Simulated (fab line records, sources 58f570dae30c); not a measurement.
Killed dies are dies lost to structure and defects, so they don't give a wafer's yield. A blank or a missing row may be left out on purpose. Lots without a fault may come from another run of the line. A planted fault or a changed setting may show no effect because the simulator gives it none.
A struck lot beside a sound one | flow berkeley_cmos170 | 23 steps out of a route of 331
Sound: wafers L746.2, L746.5, L746.6. Struck: wafers L757.1, L757.2, L757.4. The cause comes at the end.
At each step with rows: each side's tool, then ch and its chambers, then its first start. Under that, the readings that differ: sound wafers | struck wafers | difference of the means | sigmas: that difference in standard deviations of wafers without a fault.
alike: readings whose means differ by less than 2 such deviations, and words and numbers that are the same on both sides. not compared: withheld readings, readings that some wafer has no value for, bounds like >300 that may hide the same value, and numbers for which the record gives no deviation and whose values overlap.
The two part at a step that has a row with sigmas, a row that says differs or no value, or rows on one side only. Numbers that don't overlap but have no deviation are shown without sigmas and don't part them. A reading that every wafer of one side lacks parts them only if that side has two wafers or more.

UCB170_M1_ETCH_11: etches BARC in N2/H2.
  sound on rie_diel-04 ch 0,1,2, day 8 20:12; struck on rie_diel-02 ch 0,1,2, day 10 22:56
  alike: drypump_motor_current_A, oes_product_au, rf_fwd_power_W, throttle_valve_pct
UCB170_M1_METAL_ETCH_12: etches Al in Cl2/BCl3, stops on PSG, target depth 780 nm, time 130 s.
  sound on rie_metal-03 ch 0,1, day 8 20:14; struck on rie_metal-02 ch 0,1, day 10 22:59
  alike: drypump_motor_current_A, oes_product_au, rf_fwd_power_W, throttle_valve_pct
  not compared: rf_hours_counter_h
UCB170_M1_STRIP_13: strips in O2.
  sound on plasma_asher-01 ch 0,1, day 8 20:22; struck on plasma_asher-03 ch 0,1, day 10 23:07
  alike: drypump_motor_current_A, oes_product_au
  not compared: rf_hours_counter_h
UCB170_M1_CD_MEAS_90: target cd 700 nm.
  sound on cd_sem-01, day 8 20:29; struck on cd_sem-02, day 10 23:13
  alike: cd_nm
then, 1 step without rows for these wafers: UCB170_M1_ANNEAL_14 (time 1200 s).
UCB170_V1_CVD_00: deposits SiO2 from TEOS/O2, target thk 2000 nm, time 250 s.
  sound on pecvd-03 ch 1,2, day 9 01:57; struck on pecvd-03 ch 0,1,2, day 11 03:52
  alike: heater_power_w, rf_fwd_power_W
  not compared: since_wet_clean_h
UCB170_V1_THK_MEAS_01:
  sound on film_metro-01, day 9 02:07; struck on film_metro-03, day 11 04:01
  alike: V1_TEOS_THK
UCB170_V1_CMP_02: polishes SiO2.
  sound on cmp-01 ch 0,1,3, day 9 02:19; struck on cmp-01 ch 0,1,2, day 11 04:04
  alike: head_pressure_psi, motor_current_A
UCB170_V1_BOW_MEAS_03:
  sound on film_metro-04, day 9 02:29; struck on film_metro-04, day 11 04:22
  alike: V1_BOW
UCB170_V1_THK_MEAS_04:
  sound on film_metro-04, day 9 02:35; struck on film_metro-04, day 11 04:29
  alike: V1_POLISHED_THK
then, 2 steps without rows for these wafers: UCB170_V1_CLEAN_05 (cleans in DIW); UCB170_V1_HMDS_06 (prime time 60 s).
UCB170_V1_COAT_07: resist thk 900 nm.
  sound on litho_track-02 ch 0, day 9 03:04; struck on litho_track-03 ch 0, day 11 04:53
  reading                             | sound                | struck               | difference | sigmas
  spin_speed_rpm (rpm)                | 1499.7 1500.5 1501.1 | 1335.2 1338.3 1337.3 | -163.5     | -99 or more
  model.KrF_of_V1_COAT_07.thk_nm (nm) | 899.9 900.2 897.8    | 949.7 950.4 952.2    | +51.5      |
  alike: exhaust_pa
then, 4 steps without rows for these wafers: UCB170_V1_SOFTBAKE_08 (time 60 s); UCB170_V1_EXPOSE_09 (exposes mask VIA1, target cd 700 nm); UCB170_V1_PEB_10; UCB170_V1_DEVELOP_11 (develop time 45 s).
UCB170_V1_CD_MEAS_12: target cd 700 nm.
  sound on cd_sem-02, day 9 03:55; struck on cd_sem-01, day 11 06:17
  alike: cd_nm
UCB170_V1_OVL_MEAS_13:
  sound on overlay-01, day 9 04:02; struck on overlay-02, day 11 06:25
  alike: V1_OVL
UCB170_V1_ETCH_14: etches SiO2 in CHF3/CF4/Ar, stops on Al, target depth 1250 nm, time 291 s.
  sound on rie_diel-04 ch 0,1, day 9 04:04; struck on rie_diel-04 ch 0,3, day 11 06:27
  reading                             | sound             | struck            | difference | sigmas
  rf_fwd_power_W (W)                  | 694.3 692.3 695.4 | 695.4 702.6 698.5 | +4.8       | +2
  model.KrF_of_V1_COAT_07.thk_nm (nm) | 609.1 607.5 608.7 | 663.7 662.1 664.9 | +55.1      |
  alike: drypump_motor_current_A, oes_product_au, throttle_valve_pct
  not compared: rf_hours_counter_h
UCB170_V1_STRIP_15: strips in O2.
  sound on plasma_asher-02 ch 0,1, day 9 04:14; struck on plasma_asher-04 ch 0,1, day 11 06:38
  reading                      | sound             | struck            | difference | sigmas
  strip_time_to_endpoint_s (s) | 15.29 15.25 15.28 | 16.53 16.47 16.54 | +1.24      | +9
  alike: drypump_motor_current_A, oes_product_au
  not compared: rf_hours_counter_h
UCB170_V1_CD_MEAS_90: target cd 700 nm.
  sound on cd_sem-01, day 9 04:21; struck on cd_sem-02, day 11 06:44
  alike: cd_nm
UCB170_M3_PROBE_99:
  the record has rows for the sound wafers here (prober-01, day 9 14:48) and none for the struck ones

WHERE THEY PART
First at UCB170_V1_COAT_07; last, within this record, at UCB170_M3_PROBE_99.

WHY: what the simulator had put in
Process parameter drift: litho_track-03, from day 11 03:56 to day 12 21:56, at UCB170_V1_COAT_07. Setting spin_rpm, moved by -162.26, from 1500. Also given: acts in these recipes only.
